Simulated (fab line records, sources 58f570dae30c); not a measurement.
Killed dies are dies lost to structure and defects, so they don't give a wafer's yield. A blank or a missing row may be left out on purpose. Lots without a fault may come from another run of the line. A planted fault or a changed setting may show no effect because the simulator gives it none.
One fault seen from 2 desks | flow berkeley_cmos170 | each desk has only its own numbers; what lay behind them comes last

THE METROLOGY DESK
What the gauges read, lot by lot, whatever tool the lot ran on: means of the sampled wafers that have a number. A lot is out of limits, marked OUT, if its mean lies more than 4 standard deviations from the usual mean; the brackets give that distance. Of its 11 readings 7 are shown: those that lie furthest out on some lot.
Columns: A = CONTACT_OVL at UCB170_CONTACT_OVL_MEAS_16, usual -2 nm; B = M1_AL_THK at UCB170_M1_THK_MEAS_02, usual 603 nm; C = cd_nm at UCB170_M1_CD_MEAS_09, usual 699.7 nm; D = M1_OVL at UCB170_M1_OVL_MEAS_10, usual 1 nm; E = cd_nm at UCB170_M1_CD_MEAS_90, usual 698.6 nm; F = V1_TEOS_THK at UCB170_V1_THK_MEAS_01, usual 2007 nm; G = V1_POLISHED_THK at UCB170_V1_THK_MEAS_04, usual 1000.1 nm
lot  | first seen here | A  | B   | C     | D  | E     | F    | G
L755 | day 7 19:29     | -3 | 607 | 698.1 | 5  | 697.3 | 2032 | 1001.7
L757 | day 8 12:25     | -2 | 604 | 699.1 | 0  | 699.3 | 2014 | 999.7
L766 | day 10 07:08    | 8  | 605 | 702.1 | 1  | 699.9 | 2041 | 1000.2
L769 | day 10 23:33    | -5 | 611 | 699.1 | 3  | 697.7 | 2061 | 1000.2
L771 | day 12 01:17    | 3  | 613 | 701.2 | 10 | 702.2 | 2027 | 1000.4
This desk's finding: nothing out of limits on any of the 5 lots.

THE TOOL OWNER'S DESK: rie_diel-03
The tool's own readings at UCB170_CONTACT_ETCH_17 (etches BARC in N2/H2): means of the sampled wafers that have a number, for each lot that ran on this tool. A lot is out of limits, marked OUT, if its mean lies more than 4 standard deviations from the usual mean; the brackets give that distance.
Columns: A = drypump_motor_current_A at UCB170_CONTACT_ETCH_17, usual 5.8 A; B = oes_product_au at UCB170_CONTACT_ETCH_17, usual 0.991 a.u.; C = throttle_valve_pct at UCB170_CONTACT_ETCH_17, usual 13.26 %
lot  | first seen here | A   | B     | C
L757 | day 8 12:32     | 5.4 | 0.975 | 13.28
L766 | day 10 07:15    | 5.9 | 1.005 | 13.58
This desk's finding: nothing out of limits on any of the 2 lots.

PUT TOGETHER
The metrology desk saw nothing out of limits.
The tool owner's desk saw nothing out of limits.

WHAT THE SIMULATOR HAD PUT IN
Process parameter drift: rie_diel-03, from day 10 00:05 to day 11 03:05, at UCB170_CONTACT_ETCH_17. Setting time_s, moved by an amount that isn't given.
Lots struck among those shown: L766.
